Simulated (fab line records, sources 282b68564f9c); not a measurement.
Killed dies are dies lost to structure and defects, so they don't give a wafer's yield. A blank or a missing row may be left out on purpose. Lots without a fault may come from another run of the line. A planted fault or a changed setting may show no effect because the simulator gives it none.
Problem report in the 8D (eight disciplines) form, filled by code | flow rit_cmos | the parts of the form that need people (team, actions taken, sign-off) are left out

1. THE PROBLEM
temp_c at RIT_SDANNEAL_CLEAN_00 reads a mean of 80.62 C on 3 wafers of 1 lot; wafers without a fault read 75.02 C with a standard deviation of 0.14. That is +40 standard deviations from the usual mean.
The step: cleans in SC1, time 600 s.
First seen on wafer L680.1, day 6 04:41, on wet_bench-04. The record holds 39 wafers of 13 lots with a number at this step. Rule for "out", or "out of limits": more than 4 standard deviations from the usual mean. The other wafers with a number count as sound.

2. WHAT IT IS AND WHAT IT IS NOT
question                    | is                        | is not
which readings at this step | temp_c, bath_guard_temp_C | -
which lots                  | L680                      | L665, L667, L668, L669, L670, L672, L674, L675, L678, L681, L685, L686
which wafers of those lots  | all that have a number    | -
read on which tools         | wet_bench-04              | wet_bench-01, wet_bench-03
when                        | from day 6 04:41          | up to then (27 sound wafers); but 9 sound wafers of L681, L685, L686 came after

3. SUSPECTS, AND WHAT RULES EACH OUT
Counting: a tool at a process step up to the reading stays a suspect if it ran every lot that is out and no sound lot after the first of them.
- plasma_asher-02 at RIT_GATE_STRIP_20 (strips in O2, time 180 s): ruled out as a lasting fault. Sound lots L681, L685 ran on it after its first lot that is out, L680 (day 5 16:53).
- wet_bench-04 at RIT_SDANNEAL_CLEAN_00 (cleans in SC1, time 600 s): ruled out as a lasting fault. Sound lots L685 ran on it after its first lot that is out, L680 (day 6 04:41).
Left after counting: nothing in the record.

4. THE CAUSE (what the simulator had put in)
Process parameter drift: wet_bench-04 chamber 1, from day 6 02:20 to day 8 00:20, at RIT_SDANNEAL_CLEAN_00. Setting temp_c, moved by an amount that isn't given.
Counting ruled it out, wrongly.

5. THE CHAIN OF EFFECTS, in route order
Each row: a reading whose mean over the struck wafers that have a number lies more than 3 standard deviations from the usual. Only readings for which the record gives a usual standard deviation are gone through. hours: the time from each lot's start at the first step in this table that gives one to its start at this step, as a median over the lots. sigmas: the change in usual standard deviations.
hours | step                  | reading           | usual   | on struck wafers | change | sigmas
0     | RIT_SDANNEAL_CLEAN_00 | bath_guard_temp_C | 75.0 C  | 80.8             | +5.8   | +16
0     | RIT_SDANNEAL_CLEAN_00 | temp_c            | 75.02 C | 80.62            | +5.60  | +40
The process steps in it:
- RIT_SDANNEAL_CLEAN_00: cleans in SC1, time 600 s.
Later measuring or inspecting steps at which every struck wafer that the step has a row for has a number for every such reading, and none has moved that far: RIT_CONTACT_THK_MEAS_01.

6. WHAT WOULD HAVE CAUGHT IT SOONER
In this record the first reading out of limits was taken at day 6 04:41, 2 hours after the fault began at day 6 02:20.
